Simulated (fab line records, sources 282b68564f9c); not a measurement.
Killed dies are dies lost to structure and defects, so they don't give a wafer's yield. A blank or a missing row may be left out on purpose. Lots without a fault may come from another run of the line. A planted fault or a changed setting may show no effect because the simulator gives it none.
A struck lot beside a sound one | flow rit_cmos | 17 steps out of a route of 202
Sound: wafers L897.1, L897.3, L897.4. Struck: wafers L901.2, L901.5, L901.6. The cause comes at the end.
At each step with rows: each side's tool, then ch and its chambers, then its first start. Under that, the readings that differ: sound wafers | struck wafers | difference of the means | sigmas: that difference in standard deviations of wafers without a fault.
alike: readings whose means differ by less than 2 such deviations, and words and numbers that are the same on both sides. not compared: withheld readings, readings that some wafer has no value for, bounds like >300 that may hide the same value, and numbers for which the record gives no deviation and whose values overlap.
The two part at a step that has a row with sigmas, a row that says differs or no value, or rows on one side only. Numbers that don't overlap but have no deviation are shown without sigmas and don't part them. A reading that every wafer of one side lacks parts them only if that side has two wafers or more.

first, 2 steps without rows for these wafers: RIT_NRETRO_HARDBAKE_07 (time 120 s); RIT_NRETRO_IMPLANT_08.
RIT_NRETRO_STRIP_09: strips in O2, time 180 s.
  sound on plasma_asher-02 ch 0,1, day 5 02:23; struck on plasma_asher-02 ch 0,1, day 5 20:46
  alike: drypump_motor_current_A, o2_flow_sccm
  not compared: rf_hours_counter_h
RIT_NRETRO_TW_MEAS_10:
  sound on film_metro-03, day 5 02:34; struck on film_metro-03, day 5 20:57
  alike: NRETRO_TW
then, 6 steps without rows for these wafers: RIT_PRETRO_HMDS_00 (prime time 60 s); RIT_PRETRO_COAT_01 (resist thk 1300 nm); RIT_PRETRO_SOFTBAKE_02 (time 60 s); RIT_PRETRO_EXPOSE_03 (exposes mask M5, target cd 43700 nm); RIT_PRETRO_PEB_04; RIT_PRETRO_DEVELOP_05 (develop time 68 s).
RIT_PRETRO_OVL_MEAS_06:
  sound on overlay-01, day 5 03:30; struck on overlay-02, day 5 22:14
  alike: PRETRO_OVL
then, 1 step without rows for these wafers: RIT_PRETRO_HARDBAKE_07 (time 120 s).
RIT_PRETRO_IMPLANT_08:
  sound on implanter-02 ch 0, day 5 03:53; struck on implanter-03 ch 0, day 5 22:34
  reading                   | sound                | struck               | difference | sigmas
  beam_energy_keV           | 44.999 44.990 45.006 | 29.225 29.262 29.243 | -15.755    | -99 or more
  model.implant.rp_nm (nm)  | 141 141 141          | 91.12 91.12 91.12    | -49.88     |
  model.implant.drp_nm (nm) | 55.07 55.07 55.07    | 42.09 42.09 42.09    | -12.98     |
RIT_PRETRO_STRIP_09: strips in O2, time 180 s.
  sound on plasma_asher-03 ch 0,1, day 5 04:02; struck on plasma_asher-02 ch 0,1, day 5 22:41
  alike: drypump_motor_current_A, o2_flow_sccm
  not compared: rf_hours_counter_h
RIT_PRETRO_TW_MEAS_10:
  sound on film_metro-04, day 5 04:13; struck on film_metro-02, day 5 22:52
  reading   | sound       | struck      | difference | sigmas
  PRETRO_TW | 476 472 473 | 444 441 445 | -30        | -6
then, 1 step without rows for these wafers: RIT_GATE_WET_ETCH_00 (etches SiO2 in BOE, target depth 56 nm, time 60 s).
RIT_M1_PROBE_99:
  sound on prober-02, day 6 08:23; struck on prober-02, day 7 07:00
  reading                             | sound             | struck            | difference | sigmas
  model.etest.nmos_0p3.r_on_ohm_um    | 2193 2182 2173    | 2458 2464 2410    | +261       |
  model.etest.nmos_0p15.r_on_ohm_um   | 1135 1131 1122    | 1215 1210 1231    | +89        |
  model.etest.nmos_turned.drive_ua_um | 313 322 315.8     | 256.6 255.1 265.1 | -58.0      |
  model.etest.nmos_0p15.drive_ua_um   | 466.3 468.7 470.3 | 404.6 411.1 410.4 | -59.7      |
  model.etest.nmos_0p3.drive_ua_um    | 220.4 219.1 219.7 | 178 177.5 182.7   | -40        |
  model.etest.nmos_narrow.drive_ua_um | 219.9 223.5 221.8 | 179.9 178.6 183.2 | -41.2      |
  model.etest.nmos_0p15.swing_mv_dec  | 86.76 86.46 86.73 | 88.5 88.34 87.92  | +1.6       |
  model.etest.ring.delay_ps           | 26.67 26.5 26.22  | 28.44 28.23 28.52 | +1.93      |
  alike: killed_at_contacts, killed_at_front_end, killed_dies, killed_open, killed_short

WHERE THEY PART
First at RIT_PRETRO_IMPLANT_08; last, within this record, at RIT_PRETRO_TW_MEAS_10. Later steps at which nothing parts them and some readings are alike: RIT_M1_PROBE_99.

WHY: what the simulator had put in
Process parameter drift: implanter-03, from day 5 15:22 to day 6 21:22, at RIT_PRETRO_IMPLANT_08. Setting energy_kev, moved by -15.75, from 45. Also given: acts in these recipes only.
